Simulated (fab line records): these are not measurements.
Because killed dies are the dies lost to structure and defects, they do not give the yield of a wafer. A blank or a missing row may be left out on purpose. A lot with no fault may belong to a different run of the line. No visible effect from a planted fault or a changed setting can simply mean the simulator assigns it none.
Split-lot experiment ; flow berkeley cmos170 ; on a route of 331 steps: 5 lots, 23 wafers read

== THE SPLIT ITSELF ==
At UCB170_V2_COAT_07 (resist thk 900 nm), the setting resist thk nm was moved away from the recipe's 900 nm on 10 of the 23 wafers read, by -5.7% to +5.2%. For the rest of the wafers, this setting stayed at what the recipe calls for.

== FROM THE SPLIT TO THE READING: what the file shows between them, 2 steps ==
- UCB170_V2_SOFTBAKE_08: time 60 s
- UCB170_V2_EXPOSE_09: exposes mask VIA2, target cd 700 nm

== THE READING ==
KrF_of_V2_COAT_07.thk nm (the simulator's own value, which no gauge read), in nm, at UCB170_V2_ETCH_14 (etches SiO2 in CHF3/CF4/Ar, stops on Al, target depth 1250 nm, time 291 s). There is no usual value for it anywhere in the file. The 13 wafers here that ran the recipe average 610.9 nm, standard deviation 2.4 nm.

wafer;tool, chamber at the split;resist thk nm as run, nm;against the recipe;KrF_of_V2_COAT_07.thk nm, nm;against lot-mates on the recipe
L078.1;litho track-01, 0;946.7;+5.2%;657.7;+47.4
L078.2;litho track-01, 0;900;recipe;612.2;-
L078.3;litho track-01, 0;900;recipe;608.5;-
L078.4;litho track-01, 0;946.7;+5.2%;656.1;+45.8
L078.5;litho track-01, 0;946.7;+5.2%;654.8;+44.4
L083.1;litho track-03, 0;900;recipe;609.5;-
L083.2;litho track-03, 0;900;recipe;609.8;-
L083.4;litho track-03, 0;857.1;-4.8%;565.2;-44.3
L083.5;litho track-03, 0;900;recipe;609.3;-
L083.6;litho track-03, 0;857.1;-4.8%;567.3;-42.2
L082.1;litho track-01, 0;900;recipe;609.2;-
L082.2;litho track-01, 0;900;recipe;607.6;-
L082.3;litho track-01, 0;848.4;-5.7%;562.5;-45.9
L082.4;litho track-01, 0;848.4;-5.7%;556.6;-51.8
L082.5;litho track-01, 0;848.4;-5.7%;563.5;-44.9
L085.1;litho track-02, 0;900;recipe;612.3;-
L085.2;litho track-02, 0;919;+2.1%;628.2;+14.2
L085.3;litho track-02, 0;919;+2.1%;633.5;+19.5
L085.4;litho track-02, 0;900;recipe;616.8;-
L085.6;litho track-02, 0;900;recipe;613;-
L084.1;litho track-01, 0;900;recipe;612.6;-
L084.5;litho track-01, 0;900;recipe;611.1;-
L084.6;litho track-01, 0;900;recipe;609.4;-

THE FIT
A straight line over all 23 wafers: KrF_of_V2_COAT_07.thk nm changes by +8.88 nm for each +1% of resist thk nm; r = +1.00; the points scatter about the line by 2.6 nm.
The same after taking each lot's own level away (the mean of its wafers on the recipe; 23 wafers): +8.62 nm for each +1%; r = +1.00; scatter 2.2 nm.
That fit puts the effect of the largest move of resist thk nm on the reading at 49 nm.
The lots' own levels span 608.40 to 614.03 nm, that is 2.4 times the standard deviation above.
Consequently the slope shifts little with the lot-to-lot level, the two slopes agreeing.
Check: -50.1 nm against its lot-mates is what the line predicts for one of the wafers moved furthest among these (-5.7%) when that wafer is left out of the fit. Against them it came out at -45.9 nm.

== THE WHOLE CHAIN: every reading that the file lists as answering this split, in the file's order ==
step;what it does;reading;change (the file's fit);r (the file's)
UCB170_V2_COAT_07;resist thk 900 nm;KrF_of_V2_COAT_07.thk nm (the simulator's own value, which no gauge read);+9.22 nm for each +1% of the setting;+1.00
UCB170_V2_ETCH_14;etches SiO2 in CHF3/CF4/Ar, stops on Al, target depth 1250 nm, time 291 s;KrF_of_V2_COAT_07.thk nm (the simulator's own value, which no gauge read);+8.65 nm for each +1% of the setting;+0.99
UCB170_V2_STRIP_15;strips in O2;strip time to endpoint s;withheld for each +1% of the setting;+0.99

== FILE'S OWN FIT ==
KrF_of_V2_COAT_07.thk nm changes by +8.65 nm for each +1% of resist thk nm, r = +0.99.
